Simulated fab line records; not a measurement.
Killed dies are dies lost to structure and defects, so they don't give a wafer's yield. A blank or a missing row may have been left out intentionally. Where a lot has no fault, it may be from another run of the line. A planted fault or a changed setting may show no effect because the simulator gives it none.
What tool caused it? :: flow rit cmos :: 42 wafers from 14 lots sampled at 5 of the route's 202 steps

WHAT THE GAUGES READ, wafer by wafer
RIT_FOX1_THK_MEAS_01.
lot: L465
measured: day 1 17:54
on: film metro-03
FOX1_OXIDE_THK (nm): 349 343 347

lot: L468
measured: day 2 08:02
on: film metro-03
FOX1_OXIDE_THK (nm): 356 356 356

lot: L470
measured: day 2 19:23
on: film metro-04
FOX1_OXIDE_THK (nm): 340 344 339

lot: L471
measured: day 3 00:23
on: film metro-01
FOX1_OXIDE_THK (nm): 348 350 352

lot: L473
measured: day 3 08:57
on: film metro-03
FOX1_OXIDE_THK (nm): 386 393 392

lot: L474
measured: day 3 15:38
on: film metro-03
FOX1_OXIDE_THK (nm): 391 391 386

lot: L475
measured: day 3 19:02
on: film metro-03
FOX1_OXIDE_THK (nm): 357 361 356

lot: L476
measured: day 3 23:57
on: film metro-03
FOX1_OXIDE_THK (nm): 349 347 351

lot: L477
measured: day 4 06:08
on: film metro-04
FOX1_OXIDE_THK (nm): 356 353 358

lot: L483
measured: day 5 11:12
on: film metro-01
FOX1_OXIDE_THK (nm): 350 352 350

lot: L484
measured: day 5 15:51
on: film metro-01
FOX1_OXIDE_THK (nm): 359 348 352

lot: L486
measured: day 6 01:59
on: film metro-03
FOX1_OXIDE_THK (nm): 357 354 356

lot: L487
measured: day 6 08:22
on: film metro-01
FOX1_OXIDE_THK (nm): 359 361 360

lot: L488
measured: day 6 12:08
on: film metro-04
FOX1_OXIDE_THK (nm): 354 357 355

RIT_PRETRO_TW_MEAS_10.
lot: L465
measured: day 2 08:08
on: film metro-01
PRETRO_TW: 488 487 488

lot: L468
measured: day 2 22:16
on: film metro-04
PRETRO_TW: 482 482 480

lot: L470
measured: day 3 09:46
on: film metro-03
PRETRO_TW: 472 471 471

lot: L471
measured: day 3 14:56
on: film metro-01
PRETRO_TW: 489 487 487

lot: L473
measured: day 4 00:38
on: film metro-01
PRETRO_TW: 490 492 486

lot: L474
measured: day 4 05:39
on: film metro-03
PRETRO_TW: 473 470 470

lot: L475
measured: day 4 10:04
on: film metro-03
PRETRO_TW: 467 471 470

lot: L476
measured: day 4 15:21
on: film metro-03
PRETRO_TW: 469 468 470

lot: L477
measured: day 4 20:17
on: film metro-03
PRETRO_TW: 472 469 472

lot: L483
measured: day 6 02:01
on: film metro-01
PRETRO_TW: 492 489 489

lot: L484
measured: day 6 06:26
on: film metro-01
PRETRO_TW: 490 491 487

lot: L486
measured: day 6 16:29
on: film metro-04
PRETRO_TW: 476 476 476

lot: L487
measured: day 6 22:46
on: film metro-01
PRETRO_TW: 487 493 487

lot: L488
measured: day 7 02:50
on: film metro-03
PRETRO_TW: 474 472 473

RIT_GATE_THK_MEAS_07.
lot: L465
measured: day 2 10:15
on: film metro-03
GATE_OXIDE_THK (nm): 2.85 2.95 2.91

lot: L468
measured: day 3 00:37
on: film metro-03
GATE_OXIDE_THK (nm): 2.99 2.96 2.95

lot: L470
measured: day 3 14:19
on: film metro-03
GATE_OXIDE_THK (nm): 3.05 3.00 3.06

lot: L471
measured: day 3 16:48
on: film metro-03
GATE_OXIDE_THK (nm): 2.97 3.00 3.00

lot: L473
measured: day 4 05:28
on: film metro-01
GATE_OXIDE_THK (nm): 3.05 3.09 3.11

lot: L474
measured: day 4 07:59
on: film metro-03
GATE_OXIDE_THK (nm): 2.94 2.93 2.87

lot: L475
measured: day 4 11:56
on: film metro-01
GATE_OXIDE_THK (nm): 2.98 3.00 3.00

lot: L476
measured: day 4 17:21
on: film metro-02
GATE_OXIDE_THK (nm): 3.13 3.12 3.22

lot: L477
measured: day 4 22:09
on: film metro-01
GATE_OXIDE_THK (nm): 3.09 3.11 3.12

lot: L483
measured: day 6 03:53
on: film metro-02
GATE_OXIDE_THK (nm): 3.01 3.11 3.08

lot: L484
measured: day 6 08:39
on: film metro-03
GATE_OXIDE_THK (nm): 2.95 2.98 2.93

lot: L486
measured: day 6 18:23
on: film metro-03
GATE_OXIDE_THK (nm): 3.08 3.06 3.16

lot: L487
measured: day 7 00:39
on: film metro-02
GATE_OXIDE_THK (nm): 2.99 2.98 2.94

lot: L488
measured: day 7 05:43
on: film metro-01
GATE_OXIDE_THK (nm): 2.92 2.99 2.98

RIT_M1_BOW_MEAS_16.
lot: L465
measured: day 3 10:26
on: film metro-01
M1_BOW (um): 17 6 20

lot: L468
measured: day 4 01:26
on: film metro-04
M1_BOW (um): 14 21 9

lot: L470
measured: day 4 14:05
on: film metro-04
M1_BOW (um): 13 15 24

lot: L471
measured: day 4 16:54
on: film metro-04
M1_BOW (um): 6 15 22

lot: L473
measured: day 5 04:22
on: film metro-02
M1_BOW (um): 9 18 12

lot: L474
measured: day 5 08:35
on: film metro-04
M1_BOW (um): 12 16 0

lot: L475
measured: day 5 10:50
on: film metro-02
M1_BOW (um): 16 7 10

lot: L476
measured: day 5 17:19
on: film metro-02
M1_BOW (um): 21 11 11

lot: L477
measured: day 5 20:53
on: film metro-01
M1_BOW (um): 3 32 27

lot: L483
measured: day 7 04:20
on: film metro-02
M1_BOW (um): 12 15 34

lot: L484
measured: day 7 07:21
on: film metro-04
M1_BOW (um): 21 18 19

lot: L486
measured: day 7 17:14
on: film metro-04
M1_BOW (um): 13 17 24

lot: L487
measured: day 8 00:22
on: film metro-04
M1_BOW (um): 7 10 14

lot: L488
measured: day 8 04:56
on: film metro-02
M1_BOW (um): 16 19 14

WHAT TOOL EACH LOT RAN ON (gives the tool, then ch and the chambers of the sampled wafers, and finally the start)
lot: L465
RIT_FOX1_OXIDATION_00: furnace-02 ch 0, day 1 16:35

lot: L468
RIT_FOX1_OXIDATION_00: furnace-02 ch 0, day 2 06:44

lot: L470
RIT_FOX1_OXIDATION_00: furnace-03 ch 0, day 2 18:03

lot: L471
RIT_FOX1_OXIDATION_00: furnace-02 ch 0, day 2 23:03

lot: L473
RIT_FOX1_OXIDATION_00: furnace-02 ch 0, day 3 07:38

lot: L474
RIT_FOX1_OXIDATION_00: furnace-02 ch 0, day 3 14:18

lot: L475
RIT_FOX1_OXIDATION_00: furnace-04 ch 0, day 3 17:43

lot: L476
RIT_FOX1_OXIDATION_00: furnace-04 ch 0, day 3 22:38

lot: L477
RIT_FOX1_OXIDATION_00: furnace-04 ch 0, day 4 04:49

lot: L483
RIT_FOX1_OXIDATION_00: furnace-04 ch 0, day 5 09:53

lot: L484
RIT_FOX1_OXIDATION_00: furnace-04 ch 0, day 5 14:30

lot: L486
RIT_FOX1_OXIDATION_00: furnace-04 ch 0, day 6 00:40

lot: L487
RIT_FOX1_OXIDATION_00: furnace-02 ch 0, day 6 07:03

lot: L488
RIT_FOX1_OXIDATION_00: furnace-04 ch 0, day 6 10:48
- RIT_FOX1_OXIDATION_00: target thk 350.7 nm, ox time 1130 s.

WHAT THE TOOLS THEMSELVES READ (means of the sampled wafers that have a number; where no wafer has one, the mark that the record gives instead)
The record holds no such reading with a usual standard deviation.

THE ANSWER, worked out from the rows above alone
Rule: the lots themselves supply what counts as usual. The widest of any qualifying gaps counts: lots, ordered by their means at a reading, are off when they make up no more than a third of the lots, leave a main group of 4 or more, and stand apart from it by 3 or more times the standard deviation of that group's means. A main group whose means are all the same, to the digits that the tables above print for the reading, isn't used. A lot without any number at a reading at which 4 lots or more have one is off too. All remaining lots with rows at the step are treated as sound. First the gauges in route order, then the tools' own readings, where a lot's mean is used as printed above. The first step at which some lot is off is used, and at that step the reading that is off furthest; a lot without a number counts as furthest.
Off: at RIT_FOX1_THK_MEAS_01 (FOX1_OXIDE_THK), L473, L474. The main group has a mean of 353 nm with a standard deviation of 5.2.
If a tool, at a process step before that reading, ran all the lots that are off and no sound lot after the first of them, it fits. Those tools and the gauges at RIT_FOX1_THK_MEAS_01 are tried in the same way. Of those tried, none fits.

WHAT HAD BEEN PUT IN BY THE SIMULATOR
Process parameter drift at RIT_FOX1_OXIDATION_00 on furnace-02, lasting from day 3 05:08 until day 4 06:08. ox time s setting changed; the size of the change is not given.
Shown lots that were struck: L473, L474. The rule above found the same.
